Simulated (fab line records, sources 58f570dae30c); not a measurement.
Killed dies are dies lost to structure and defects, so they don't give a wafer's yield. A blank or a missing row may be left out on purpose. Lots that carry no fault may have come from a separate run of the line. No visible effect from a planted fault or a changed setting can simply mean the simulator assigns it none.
fab line records	flow berkeleyCmos170
record: lots: 6	wafers: 18	lastDay: 13
route steps=331 shown BACKSIDE@202 SDANNEAL@204 PSD@206 NSD@207 PLDD@208 NLDD@209 SILICIDE@210 CONTACT@216 M1@238 M3@331
lots that met no fault: from a run of the same line without faults
startH: start of the lot's first displayed wafer, in hours after the record's first day	waitH: hours from the lot's prior step to this one	" the same as in the row above	L1.1+2: a row that stands for several wafers	- no value present, or no start provided	* or withheld: withheld	< > ~ a bound
route shown NAME@n: NAME is a module with steps in the file, n the number in the route of the first one	usual: the fault-free wafers' mean and standard deviation	same: alike in all rows	chamber/n: place in a boat	sites: each site's reading	_std_site: standard deviation of those values	_edge_site: outer sites' mean less inner sites'	radiusMm: for every site, how far away it sits from the centre of the wafer	mask NAME#n: copy n	behind: the last tool/chamber to shape the wafer	hold: reason for holding the lot/hours on hold/outcome of the hold	device: the n, p or np transistor that did not switch	end of line: tests run on the same wafers once the route is complete	a step with no rows: only its recipe	killed: dies lost to structure and defects at the first sort, not the wafer's yield	map: dies across one wafer; x = killed, . = not, _ = none there
set.NAME: setting as actually run; set.NAME@STEP: the setting as run at that earlier step	model.NAME: the simulator's own value behind a step, which no gauge read
a table for each step, a row for each wafer; lots at some steps of the route
services: from which hour (startH, from the record's first day; less than 0 if before it) a tool's chamber was out of use, for how many hours, and why
== steps ==
step: UCB170_BACKSIDE_STRIP_03
recipe: chemistry: O2	powerW: 400	pressureMtorr: 3500	platenTempC: withheld	o2FlowSccm: 400	overashFraction: 0.5
step: UCB170_BACKSIDE_CLEAN_04
recipe: chemistry: SPM	tempC: 120	timeS: 600
step: UCB170_SDANNEAL_RTA_00
recipe: tempC: 900	timeS: 10	ambient: N2
step: UCB170_SDANNEAL_RTA_01
recipe: tempC: 1050	timeS: 5	ambient: N2
usual: lampPowerPct: 37/4.2	wafer_temp_C_max: 1053.6/0.73
lot.wafer	tool	chamber	startH	waitH	lampPowerPct	wafer_temp_C_max
L767.2	rtpAnneal-01	0	185.21	0.1	41	1053.1
L767.3	"	0	"	"	41	1052.9
L767.4	"	0	"	"	41	1052.3
L773.2	rtpAnneal-02	0	211.89	0.1	33	1055.5
L773.4	"	0	"	"	33	1054.0
L773.5	"	0	"	"	33	1053.8
L775.1	rtpAnneal-02	0	225.60	0.1	33	1053.7
L775.4	"	0	"	"	33	1053.8
L775.6	"	0	"	"	33	1053.9
L776.1	rtpAnneal-01	0	226.06	0.1	41	1054.7
L776.3	"	0	"	"	41	1054.0
L776.6	"	0	"	"	41	1054.0
L777.1	rtpAnneal-02	0	237.29	0.1	33	1054.6
L777.4	"	0	"	"	33	1053.1
L777.6	"	0	"	"	33	1055.5
L784.1	rtpAnneal-02	0	277.07	0.1	33	1054.5
L784.3	"	0	"	"	33	1055.0
L784.6	"	0	"	"	33	1054.2
step: UCB170_SDANNEAL_RS_MEAS_02
recipe: thkMeasGauge: four-point-probe
usual: PSD_RS: 75.56/0.24
lot.wafer	tool	chamber	startH	waitH	PSD_RS[ohm/sq]
L767.2	filmMetro-03	-	185.28	0.1	75.64
L767.3	"	-	"	"	75.88
L767.4	"	-	"	"	76.12
L773.2	filmMetro-02	-	211.96	0.1	75.36
L773.4	"	-	"	"	75.41
L773.5	"	-	"	"	75.47
L775.1	filmMetro-02	-	225.65	0.0	75.68
L775.4	"	-	"	"	75.88
L775.6	"	-	"	"	75.61
L776.1	filmMetro-04	-	226.12	0.0	75.66
L776.3	"	-	"	"	75.80
L776.6	"	-	"	"	75.58
L777.1	filmMetro-03	-	237.34	0.0	75.21
L777.4	"	-	"	"	75.46
L777.6	"	-	"	"	75.35
L784.1	filmMetro-03	-	277.13	0.0	75.42
L784.3	"	-	"	"	75.56
L784.6	"	-	"	"	75.81
step: UCB170_SDANNEAL_RS_MEAS_03
recipe: thkMeasGauge: four-point-probe
usual: NSD_RS: 37.26/0.097
lot.wafer	tool	chamber	startH	waitH	NSD_RS[ohm/sq]
L767.2	filmMetro-03	-	185.40	0.1	37.33
L767.3	"	-	"	"	37.36
L767.4	"	-	"	"	37.43
L773.2	filmMetro-02	-	212.08	0.1	37.32
L773.4	"	-	"	"	37.39
L773.5	"	-	"	"	37.34
L775.1	filmMetro-02	-	225.77	0.1	37.22
L775.4	"	-	"	"	37.27
L775.6	"	-	"	"	37.18
L776.1	filmMetro-04	-	226.24	0.1	37.41
L776.3	"	-	"	"	37.44
L776.6	"	-	"	"	37.52
L777.1	filmMetro-03	-	237.46	0.1	37.25
L777.4	"	-	"	"	37.28
L777.6	"	-	"	"	37.26
L784.1	filmMetro-03	-	277.25	0.1	37.29
L784.3	"	-	"	"	37.22
L784.6	"	-	"	"	37.33
step: UCB170_SDANNEAL_RS_MEAS_04
recipe: thkMeasGauge: four-point-probe
usual: PLDD_RS: 1031.6/2.7
lot.wafer	tool	chamber	startH	waitH	PLDD_RS[ohm/sq]
L767.2	filmMetro-03	-	185.52	0.1	1031.0
L767.3	"	-	"	"	1035.5
L767.4	"	-	"	"	1034.8
L773.2	filmMetro-02	-	212.20	0.1	1039.3
L773.4	"	-	"	"	1032.9
L773.5	"	-	"	"	1037.1
L775.1	filmMetro-02	-	225.89	0.1	1029.6
L775.4	"	-	"	"	1029.3
L775.6	"	-	"	"	1029.4
L776.1	filmMetro-04	-	226.36	0.1	1033.5
L776.3	"	-	"	"	1032.3
L776.6	"	-	"	"	1029.8
L777.1	filmMetro-03	-	237.58	0.1	1033.6
L777.4	"	-	"	"	1032.4
L777.6	"	-	"	"	1030.4
L784.1	filmMetro-03	-	277.37	0.1	1029.2
L784.3	"	-	"	"	1032.5
L784.6	"	-	"	"	1031.9
step: UCB170_SDANNEAL_RS_MEAS_05
recipe: thkMeasGauge: four-point-probe
usual: NLDD_RS: 616.1/1.6
lot.wafer	tool	chamber	startH	waitH	NLDD_RS[ohm/sq]
L767.2	filmMetro-03	-	185.64	0.1	615.4
L767.3	"	-	"	"	615.1
L767.4	"	-	"	"	615.4
L773.2	filmMetro-02	-	212.32	0.1	616.4
L773.4	"	-	"	"	616.2
L773.5	"	-	"	"	617.6
L775.1	filmMetro-02	-	226.01	0.1	616.5
L775.4	"	-	"	"	617.7
L775.6	"	-	"	"	618.6
L776.1	filmMetro-04	-	226.48	0.1	614.9
L776.3	"	-	"	"	616.1
L776.6	"	-	"	"	615.3
L777.1	filmMetro-03	-	237.70	0.1	615.2
L777.4	"	-	"	"	616.2
L777.6	"	-	"	"	615.7
L784.1	filmMetro-03	-	277.49	0.1	615.3
L784.3	"	-	"	"	615.1
L784.6	"	-	"	"	614.7
step: UCB170_SILICIDE_PRE_CLEAN_00
recipe: gas: Ar	precleanEtchTimeS: 60
step: UCB170_SILICIDE_SPUTTER_01
recipe: material: Ti	targetThkNm: 30	timeS: 25	powerW: 1500	chamberPressurePa: 0.5
usual: throttleValvePct: 29.5/1.2
lot.wafer	tool	chamber	startH	waitH	throttleValvePct
L767.2	pvdSputter-03	-	185.80	0.0	29.0
L767.3	"	-	"	"	28.7
L767.4	"	-	"	"	29.5
L773.2	pvdSputter-01	-	212.49	0.0	30.0
L773.4	"	-	"	"	29.0
L773.5	"	-	"	"	29.2
L775.1	pvdSputter-01	-	226.20	0.0	30.4
L775.4	"	-	"	"	29.5
L775.6	"	-	"	"	30.3
L776.1	pvdSputter-04	-	226.66	0.0	28.0
L776.3	"	-	"	"	30.6
L776.6	"	-	"	"	31.6
L777.1	pvdSputter-04	-	237.89	0.0	30.1
L777.4	"	-	"	"	30.0
L777.6	"	-	"	"	30.5
L784.1	pvdSputter-04	-	277.68	0.0	27.9
L784.3	"	-	"	"	31.3
L784.6	"	-	"	"	31.1
step: UCB170_SILICIDE_RS_MEAS_02
recipe: thkMeasGauge: four-point-probe	reads: Ti_of_SILICIDE_SPUTTER_01
usual: SILICIDE_TI_RS: 26.1/0.4
lot.wafer	tool	chamber	startH	waitH	SILICIDE_TI_RS[ohm/sq]
L767.2	filmMetro-02	-	185.86	0.0	26.6
L767.3	"	-	"	"	26.6
L767.4	"	-	"	"	26.0
L773.2	filmMetro-02	-	212.54	0.0	26.1
L773.4	"	-	"	"	26.4
L773.5	"	-	"	"	26.3
L775.1	filmMetro-02	-	226.23	0.0	26.1
L775.4	"	-	"	"	26.1
L775.6	"	-	"	"	26.2
L776.1	filmMetro-04	-	226.69	0.0	25.2
L776.3	"	-	"	"	25.7
L776.6	"	-	"	"	25.2
L777.1	filmMetro-02	-	237.92	0.0	25.9
L777.4	"	-	"	"	25.7
L777.6	"	-	"	"	25.7
L784.1	filmMetro-01	-	277.71	0.0	26.0
L784.3	"	-	"	"	25.9
L784.6	"	-	"	"	25.8
step: UCB170_SILICIDE_THK_MEAS_03
recipe: thkMeasGauge: xrf	reads: Ti_of_SILICIDE_SPUTTER_01
usual: SILICIDE_TI_THK: 30.0/0.44
lot.wafer	tool	chamber	startH	waitH	SILICIDE_TI_THK[nm]
L767.2	filmMetro-02	-	185.97	0.1	29.5
L767.3	"	-	"	"	29.4
L767.4	"	-	"	"	29.9
L773.2	filmMetro-02	-	212.65	0.1	30.0
L773.4	"	-	"	"	29.6
L773.5	"	-	"	"	29.7
L775.1	filmMetro-02	-	226.35	0.1	30.0
L775.4	"	-	"	"	30.0
L775.6	"	-	"	"	30.0
L776.1	filmMetro-04	-	226.81	0.1	30.8
L776.3	"	-	"	"	30.2
L776.6	"	-	"	"	30.8
L777.1	filmMetro-02	-	238.04	0.1	30.1
L777.4	"	-	"	"	30.5
L777.6	"	-	"	"	30.3
L784.1	filmMetro-01	-	277.83	0.1	30.5
L784.3	"	-	"	"	30.4
L784.6	"	-	"	"	30.6
step: UCB170_SILICIDE_RTA_04
recipe: tempC: 650	timeS: 15	ambient: N2
usual: lampPowerPct: 10.0/1.1	wafer_temp_C_max: 652.3/0.45
lot.wafer	tool	chamber	startH	waitH	lampPowerPct	wafer_temp_C_max
L767.2	rtpAnneal-02	0	186.03	0.1	9.0	652.3
L767.3	"	0	"	"	9.1	653.2
L767.4	"	0	"	"	9.0	652.6
L773.2	rtpAnneal-02	0	212.71	0.1	9.1	652.4
L773.4	"	0	"	"	9.1	652.4
L773.5	"	0	"	"	9.1	652.5
L775.1	rtpAnneal-01	0	226.41	0.1	11.4	652.2
L775.4	"	0	"	"	11.4	652.5
L775.6	"	0	"	"	11.4	651.8
L776.1	rtpAnneal-01	0	226.87	0.1	11.6	651.7
L776.3	"	0	"	"	11.6	652.5
L776.6	"	0	"	"	11.6	652.3
L777.1	rtpAnneal-01	0	238.10	0.1	11.6	652.3
L777.4	"	0	"	"	11.6	652.2
L777.6	"	0	"	"	11.6	652.5
L784.1	rtpAnneal-02	0	277.89	0.1	9.1	652.3
L784.3	"	0	"	"	9.1	653.3
L784.6	"	0	"	"	9.1	653.0
step: UCB170_SILICIDE_WET_ETCH_05
recipe: chemistry: SPM	timeS: 45	tempC: 120	target: Ti
step: UCB170_CONTACT_CLEAN_00
recipe: chemistry: SPM	tempC: 120	timeS: 600
step: UCB170_CONTACT_CVD_01
recipe: material: PSG	targetThkNm: 700	tempC: 450	precursor: SiH4/O2/PH3	timeS: 2820	pressureMtorr: 300	sih4FlowSccm: 60	o2FlowSccm: 90	ph3FlowSccm: 25
step: UCB170_CONTACT_THK_MEAS_02
recipe: reads: PSG_of_CONTACT_CVD_01
usual: CONTACT_PSG_THK: 701/5.8
lot.wafer	tool	chamber	startH	waitH	CONTACT_PSG_THK[nm]
L767.2	filmMetro-02	-	190.40	0.0	698
L767.3	"	-	"	"	696
L767.4	"	-	"	"	695
L773.2	filmMetro-01	-	214.78	0.0	698
L773.4	"	-	"	"	698
L773.5	"	-	"	"	702
L775.1	filmMetro-01	-	228.48	0.0	697
L775.4	"	-	"	"	699
L775.6	"	-	"	"	700
L776.1	filmMetro-02	-	228.95	0.0	709
L776.3	"	-	"	"	706
L776.6	"	-	"	"	706
L777.1	filmMetro-01	-	240.92	0.0	713
L777.4	"	-	"	"	713
L777.6	"	-	"	"	712
L784.1	filmMetro-03	-	280.83	0.0	701
L784.3	"	-	"	"	699
L784.6	"	-	"	"	696
step: UCB170_CONTACT_HMDS_03
recipe: primeTimeS: 60	primeTempC: 100
step: UCB170_CONTACT_COAT_04
recipe: resist: KrF	spinRpm: 1500	resistThkNm: 900
step: UCB170_CONTACT_SOFTBAKE_05
recipe: resist: KrF	tempC: 130	timeS: 60
step: UCB170_CONTACT_STRIP_06
recipe: chemistry: O2	powerW: 400	pressureMtorr: 3500	platenTempC: withheld	o2FlowSccm: 400	overashFraction: 0.5
step: UCB170_CONTACT_CLEAN_07
recipe: chemistry: SPM	tempC: 120	timeS: 600
step: UCB170_CONTACT_RTA_08
recipe: tempC: 900	timeS: 10	ambient: N2
usual: lampPowerPct: 23.9/2.7	wafer_temp_C_max: 903.1/0.69
lot.wafer	tool	chamber	startH	waitH	lampPowerPct	wafer_temp_C_max
L767.2	rtpAnneal-02	0	191.18	0.0	21.1	903.1
L767.3	"	0	"	"	21.1	903.5
L767.4	"	0	"	"	21.1	902.5
L773.2	rtpAnneal-02	0	215.58	0.0	21.1	903.8
L773.4	"	0	"	"	21.2	902.5
L773.5	"	0	"	"	21.1	903.4
L775.1	rtpAnneal-01	0	229.28	0.0	26.6	903.0
L775.4	"	0	"	"	26.6	902.6
L775.6	"	0	"	"	26.6	901.5
L776.1	rtpAnneal-02	0	229.75	0.0	21.1	903.3
L776.3	"	0	"	"	21.1	902.5
L776.6	"	0	"	"	21.2	903.2
L777.1	rtpAnneal-01	0	241.75	0.0	26.6	902.9
L777.4	"	0	"	"	26.6	902.1
L777.6	"	0	"	"	26.6	902.3
L784.1	rtpAnneal-02	0	282.03	0.0	21.2	904.0
L784.3	"	0	"	"	21.1	903.4
L784.6	"	0	"	"	21.1	902.3
step: UCB170_CONTACT_COAT_09
recipe: resist: BARC	tempC: withheld	timeS: withheld	spinRpm: 3000	resistThkNm: withheld
step: UCB170_CONTACT_COAT_10
recipe: resist: KrF	spinRpm: 1500	resistThkNm: 900
step: UCB170_CONTACT_SOFTBAKE_11
recipe: resist: KrF	tempC: 130	timeS: 60
step: UCB170_CONTACT_EXPOSE_12
recipe: maskId: CONT	targetCdNm: 700	na: 0.5	sigmaOuter: 0.6	sourceShape: conventional	doseMj: 35
step: UCB170_CONTACT_PEB_13
recipe: pebTempC: 130	pebTimeS: withheld	resist: KrF
step: UCB170_CONTACT_DEVELOP_14
recipe: developer: TMAH	developTimeS: 45	resist: KrF	devTempC: 21
step: UCB170_CONTACT_CD_MEAS_15
recipe: targetCdNm: 700
usual: cdNm: 700.6/1.3
lot.wafer	tool	chamber	startH	waitH	cdNm
L767.2	cdSem-01	-	192.23	-	700.0
L767.3	"	-	"	"	701.0
L767.4	"	-	"	"	700.0
L773.2	cdSem-01	-	216.59	-	701.0
L773.4	"	-	"	"	701.3
L773.5	"	-	"	"	701.1
L775.1	cdSem-02	-	230.32	-	700.1
L775.4	"	-	"	"	701.6
L775.6	"	-	"	"	701.9
L776.1	cdSem-02	-	230.78	-	702.6
L776.3	"	-	"	"	700.9
L776.6	"	-	"	"	699.7
L777.1	cdSem-01	-	243.06	-	698.6
L777.4	"	-	"	"	698.8
L777.6	"	-	"	"	697.8
L784.1	cdSem-01	-	283.28	-	700.0
L784.3	"	-	"	"	701.3
L784.6	"	-	"	"	701.2
step: UCB170_CONTACT_OVL_MEAS_16
usual: CONTACT_OVL: 4/5.1
lot.wafer	tool	chamber	startH	waitH	CONTACT_OVL[nm]
L767.2	overlay-01	-	192.33	0.1	5
L767.3	"	-	"	"	8
L767.4	"	-	"	"	-3
L773.2	overlay-01	-	216.69	0.1	10
L773.4	"	-	"	"	2
L773.5	"	-	"	"	4
L775.1	overlay-01	-	230.44	0.1	-1
L775.4	"	-	"	"	4
L775.6	"	-	"	"	-1
L776.1	overlay-02	-	230.90	0.1	7
L776.3	"	-	"	"	3
L776.6	"	-	"	"	2
L777.1	overlay-02	-	243.18	0.1	9
L777.4	"	-	"	"	11
L777.6	"	-	"	"	6
L784.1	overlay-02	-	283.40	0.1	3
L784.3	"	-	"	"	5
L784.6	"	-	"	"	2
step: UCB170_CONTACT_ETCH_17
recipe: chemistry: N2/H2	targetDepthA: withheld	overetchA: withheld	target: BARC	timeS: withheld	sourceW: 500	biasW: 100	pressureMtorr: 30	n2FlowSccm: 100	h2FlowSccm: 200
step: UCB170_CONTACT_ETCH_18
recipe: chemistry: CHF3/CF4/Ar	target: PSG	stopOn: TiSi2	CHF3_flow_sccm: 45	cf4FlowSccm: 15	Ar_flow_sccm: 150	pressureMtorr: 200	rfW: 700	targetDepthA: 8400	overEtchFrac: 0.2	timeS: 195
usual: drypumpMotorCurrentA: 5.7/0.49	oesProductAu: 0.893/0.012	throttleValvePct: 6.88/0.12
lot.wafer	tool	chamber	startH	waitH	drypumpMotorCurrentA	oesProductAu	rfHoursCounterH	throttleValvePct
L767.2	rieDiel-01	0	-	-	5.2	0.887	135	6.93
L767.3	"	3	"	"	6.1	0.868	144	6.83
L767.4	"	2	"	"	6.3	0.872	39	6.87
L773.2	rieDiel-01	0	-	-	5.2	0.884	136	6.95
L773.4	"	0	"	"	5.2	0.882	-	6.94
L773.5	"	1	"	"	4.8	0.895	-	6.90
L775.1	rieDiel-04	3	-	-	5.3	0.881	41	7.05
L775.4	"	1	"	"	5.5	0.894	-	6.73
L775.6	"	2	"	"	6.3	0.881	-	6.85
L776.1	rieDiel-01	0	-	-	5.2	0.899	137	6.95
L776.3	"	1	"	"	4.8	0.895	14	6.89
L776.6	"	0	"	"	5.2	0.890	-	6.94
L777.1	rieDiel-02	3	-	-	6.3	0.908	62	6.85
L777.4	"	0	"	"	5.2	0.895	65	6.74
L777.6	"	2	"	"	5.8	0.903	-	7.13
L784.1	rieDiel-02	3	-	-	6.3	0.894	64	6.85
L784.3	"	0	"	"	5.2	0.884	67	6.72
L784.6	"	2	"	"	5.8	0.888	-	7.12
step: UCB170_CONTACT_STRIP_19
recipe: chemistry: O2	powerW: 400	pressureMtorr: 3500	platenTempC: withheld	o2FlowSccm: 400	overashFraction: 0.5
step: UCB170_CONTACT_CD_MEAS_90
recipe: targetCdNm: 700
usual: cdNm: 700.6/1.3
lot.wafer	tool	chamber	startH	waitH	cdNm
L767.2	cdSem-01	-	192.65	0.1	700.0
L767.3	"	-	"	"	701.1
L767.4	"	-	"	"	701.3
L773.2	cdSem-01	-	217.01	0.1	701.2
L773.4	"	-	"	"	701.6
L773.5	"	-	"	"	700.1
L775.1	cdSem-01	-	230.74	0.1	700.4
L775.4	"	-	"	"	702.3
L775.6	"	-	"	"	702.2
L776.1	cdSem-02	-	231.20	0.1	703.2
L776.3	"	-	"	"	700.4
L776.6	"	-	"	"	700.4
L777.1	cdSem-02	-	243.48	0.1	697.5
L777.4	"	-	"	"	698.1
L777.6	"	-	"	"	697.7
L784.1	cdSem-02	-	283.71	0.1	700.1
L784.3	"	-	"	"	702.0
L784.6	"	-	"	"	700.3
step: UCB170_CONTACT_CLEAN_20
recipe: chemistry: SPM	tempC: 120	timeS: 600
step: UCB170_M1_SPUTTER_00
recipe: material: Al	targetThkNm: 600	timeS: 80	powerW: 6000	chamberPressurePa: 0.5
usual: throttleValvePct: 29.9/1.1
lot.wafer	tool	chamber	startH	waitH	throttleValvePct
L767.2	pvdSputter-04	-	192.93	0.0	31.0
L767.3	"	-	"	"	30.6
L767.4	"	-	"	"	28.0
L773.2	pvdSputter-04	-	217.35	0.0	28.1
L773.4	"	-	"	"	31.5
L773.5	"	-	"	"	31.0
L775.1	pvdSputter-02	-	231.04	0.0	32.8
L775.4	"	-	"	"	29.5
L775.6	"	-	"	"	29.3
L776.1	pvdSputter-04	-	231.51	0.0	29.7
L776.3	"	-	"	"	31.4
L776.6	"	-	"	"	31.5
L777.1	pvdSputter-04	-	243.78	0.0	27.9
L777.4	"	-	"	"	30.0
L777.6	"	-	"	"	28.2
L784.1	pvdSputter-03	-	284.00	0.0	28.7
L784.3	"	-	"	"	30.8
L784.6	"	-	"	"	28.8
step: UCB170_M1_RS_MEAS_01
recipe: thkMeasGauge: four-point-probe	reads: Al_of_M1_SPUTTER_00
usual: M1_AL_RS: 0.0484/0.00049
lot.wafer	tool	chamber	startH	waitH	M1_AL_RS[ohm/sq]
L767.2	filmMetro-04	-	193.01	0.1	0.0467
L767.3	"	-	"	"	0.0474
L767.4	"	-	"	"	0.0475
L773.2	filmMetro-03	-	217.43	0.1	0.0488
L773.4	"	-	"	"	0.0481
L773.5	"	-	"	"	0.0483
L775.1	filmMetro-04	-	231.10	0.0	0.0488
L775.4	"	-	"	"	0.0489
L775.6	"	-	"	"	0.0491
L776.1	filmMetro-03	-	231.58	0.0	0.0483
L776.3	"	-	"	"	0.0480
L776.6	"	-	"	"	0.0479
L777.1	filmMetro-03	-	243.84	0.0	0.0479
L777.4	"	-	"	"	0.0483
L777.6	"	-	"	"	0.0481
L784.1	filmMetro-03	-	284.06	0.0	0.0490
L784.3	"	-	"	"	0.0482
L784.6	"	-	"	"	0.0486
step: UCB170_M1_THK_MEAS_02
recipe: thkMeasGauge: xrf	reads: Al_of_M1_SPUTTER_00
usual: M1_AL_THK: 602/7.9
lot.wafer	tool	chamber	startH	waitH	M1_AL_THK[nm]
L767.2	filmMetro-04	-	193.12	0.1	626
L767.3	"	-	"	"	617
L767.4	"	-	"	"	612
L773.2	filmMetro-03	-	217.54	0.1	604
L773.4	"	-	"	"	610
L773.5	"	-	"	"	607
L775.1	filmMetro-04	-	231.22	0.1	590
L775.4	"	-	"	"	588
L775.6	"	-	"	"	588
L776.1	filmMetro-03	-	231.70	0.1	611
L776.3	"	-	"	"	613
L776.6	"	-	"	"	610
L777.1	filmMetro-03	-	243.96	0.1	610
L777.4	"	-	"	"	611
L777.6	"	-	"	"	613
L784.1	filmMetro-03	-	284.18	0.1	600
L784.3	"	-	"	"	609
L784.6	"	-	"	"	606
step: UCB170_M1_COAT_03
recipe: resist: BARC	tempC: withheld	timeS: withheld	spinRpm: 3000	resistThkNm: withheld
step: UCB170_M1_COAT_04
recipe: resist: KrF	spinRpm: 1500	resistThkNm: 900
step: UCB170_M1_SOFTBAKE_05
recipe: resist: KrF	tempC: 130	timeS: 60
step: UCB170_M3_PROBE_99
lot.wafer	tool	chamber	startH	waitH	model.etest.ppolyLine.lineOhmUm	model.etest.npolyLine.lineOhmUm	model.etest.npolyLine.widthNm	model.etest.ppolyLine.widthNm	model.etest.ppolyLine.rsOhmSq	model.etest.npolyLine.rsOhmSq	model.etest.ppolySal.rsOhmSq	model.etest.npolySal.rsOhmSq
L767.2	prober-02	-	210.69	0.1	15.24	14.88	320.5	320.4	4.849	4.748	4.111	4.045
L767.3	prober-02	-	210.74	0.2	15.19	14.76	320.5	320.4	4.863	4.797	4.116	4.058
L767.4	prober-02	-	210.79	0.2	15.26	14.9	322.9	319.8	4.758	4.689	4.087	4.016
L773.2	prober-01	-	232.60	0.1	14.79	14.54	319.7	320	4.76	4.689	4.071	3.996
L773.4	prober-01	-	232.70	0.2	14.99	14.57	321.3	320.9	4.813	4.728	4.108	4.037
L773.5	prober-01	-	232.75	0.2	14.89	14.77	322.1	322.5	4.801	4.731	4.086	4.027
L775.1	prober-01	-	247.39	0.1	14.82	14.4	321.3	321.6	4.746	4.693	4.09	3.987
L775.4	prober-01	-	247.54	0.2	14.94	14.4	320.7	321.7	4.785	4.7	4.08	4.006
L775.6	prober-01	-	247.64	0.2	14.82	14.46	320.6	320.6	4.751	4.699	4.078	3.977
L776.1	prober-02	-	247.80	0.1	23.63	23.06	325.9	327.1	7.726	7.553	6.093	5.917
L776.3	prober-02	-	247.90	0.2	23.56	22.91	326.2	328.2	7.779	7.55	6.072	5.892
L776.6	prober-02	-	248.05	0.2	23.74	23.11	329.6	326.6	7.701	7.568	6.031	5.919
L777.1	prober-02	-	258.53	0.1	24.05	23.48	328.4	326.3	7.858	7.661	6.091	5.984
L777.4	prober-02	-	258.68	0.2	24.12	23.17	328.5	326.5	7.827	7.532	6.098	5.94
L777.6	prober-02	-	258.78	0.2	24.13	23.18	325.5	324.4	7.781	7.606	6.062	5.96
L784.1	prober-02	-	303.94	0.1	14.92	14.61	322.1	323.1	4.788	4.665	4.078	4.026
L784.3	prober-02	-	304.04	0.2	14.88	14.73	321.4	319.8	4.775	4.664	4.077	4.009
L784.6	prober-02	-	304.19	0.2	14.77	14.65	320.6	321.8	4.75	4.703	4.088	3.999
killed by level:class
L767.2 V2:geometricParticle:short=2 GATE:geometricParticle:open=1
L767.3 GATE:geometricParticle:open=1 ACTIVE:areaEtch=1
L767.4 START:geometricParticle:short=1 FIELD:geometricParticle:short=1 GATE:geometricParticle:short=1 V1:geometricParticle:open=1
L773.2 GATE:geometricParticle:short=2 SPACER:geometricParticle:short=1 V1:geometricParticle:short=1
L773.4 FIELD:geometricParticle:open=1 SPACER:geometricParticle:open=1 SPACER:geometricParticle:short=1 M1:geometricParticle:short=1 V1:geometricParticle:short=1 V2:geometricParticle:open=1
L775.1 SACOX:geometricParticle:open=1 M3:geometricParticle:open=1 M3:geometricParticle:short=1
L775.4 V1:geometricParticle:short=1
L775.6 V2:geometricParticle:open=2 SCREENOX:geometricParticle:open=1 GATE:geometricParticle:short=1 SPACER:geometricParticle:short=1
L777.1 M3:geometricParticle:short=2 SILICIDE:geometricParticle:open=1
L777.4 FIELD:geometricParticle:short=1 SPACER:geometricParticle:short=1 M1:geometricParticle:short=1
L777.6 SILICIDE:geometricParticle:short=1
L784.1 M2:geometricParticle:short=2 SPACER:geometricParticle:short=1 SPACER:geometricParticle:open=1
L784.3 SCREENOX:geometricParticle:open=1 GATE:geometricParticle:open=1 SPACER:geometricParticle:open=1 CONTACT:geometricParticle:short=1
L784.6 ACTIVE:geometricParticle:short=1 GATE:geometricParticle:open=1 GATE:geometricParticle:short=1 M1:geometricParticle:short=1 M3:geometricParticle:open=1 ACTIVE:areaEtch=1
== services ==
tool	chamber	startH	hours	kind
rieDiel-04	0	185.03	-	clean
rieDiel-04	0	185.03	12.4	scheduledDown
rieDiel-04	0	185.03	12.4	ventCycle
pvdSputter-04	-	190.71	1.8	repair
pvdSputter-02	-	197.43	1.5	repair
pvdSputter-04	-	203.16	1.7	repair
rieDiel-04	1	203.94	16.2	repair
pvdSputter-04	-	209.02	7.3	repair
rieDiel-01	3	209.23	-	clean
rieDiel-01	3	209.23	32.9	scheduledDown
rieDiel-01	3	209.23	32.9	ventCycle
rieDiel-04	-	216.73	1.0	repair
rieDiel-01	-	218.41	0.4	repair
pvdSputter-01	-	227.31	1.4	repair
rieDiel-04	0	229.30	4.0	repair
rieDiel-02	0	241.19	1.7	repair
rieDiel-01	0	254.22	-	clean
rieDiel-01	0	254.22	31.4	scheduledDown
rieDiel-01	0	254.22	31.4	ventCycle
pvdSputter-01	-	254.48	2.0	repair
== key ==
firstSign none at tools or gauges
modelEffect: step: UCB170_M3_PROBE_99	value: etest.ppolyLine.lineOhmUm	without: 14.81	struck: 23.87
metAt UCB170_SILICIDE_RTA_04
struckWafers L776.1,L776.3,L776.6,L777.1,L777.4,L777.6
sortLeftOut L776.1,L776.3,L776.6
testerLeftOut L776,L777
onsetBetween 226.41 226.87
alsoFits UCB170_M1_SPUTTER_00:pvdSputter-04
fault: kind: processParameterDrift	tool: rtpAnneal-01	chamber: -	onsetH: 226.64	steps: UCB170_SILICIDE_RTA_04	channel: timeS	offset: *	shape: step	endH: 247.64	actsIn: *	stated: *
testerLeftOut: of these lots the tester's yield and bins aren't shown, on N5 and GAA mostly nor the transistor test; their killed dies are dies lost to structure and defects alone, not to doping, threshold or leakage, so they don't give the yield
sortLeftOut: the simulated sort isn't trusted on such a fault, so these wafers' sort isn't shown, and their yield isn't known
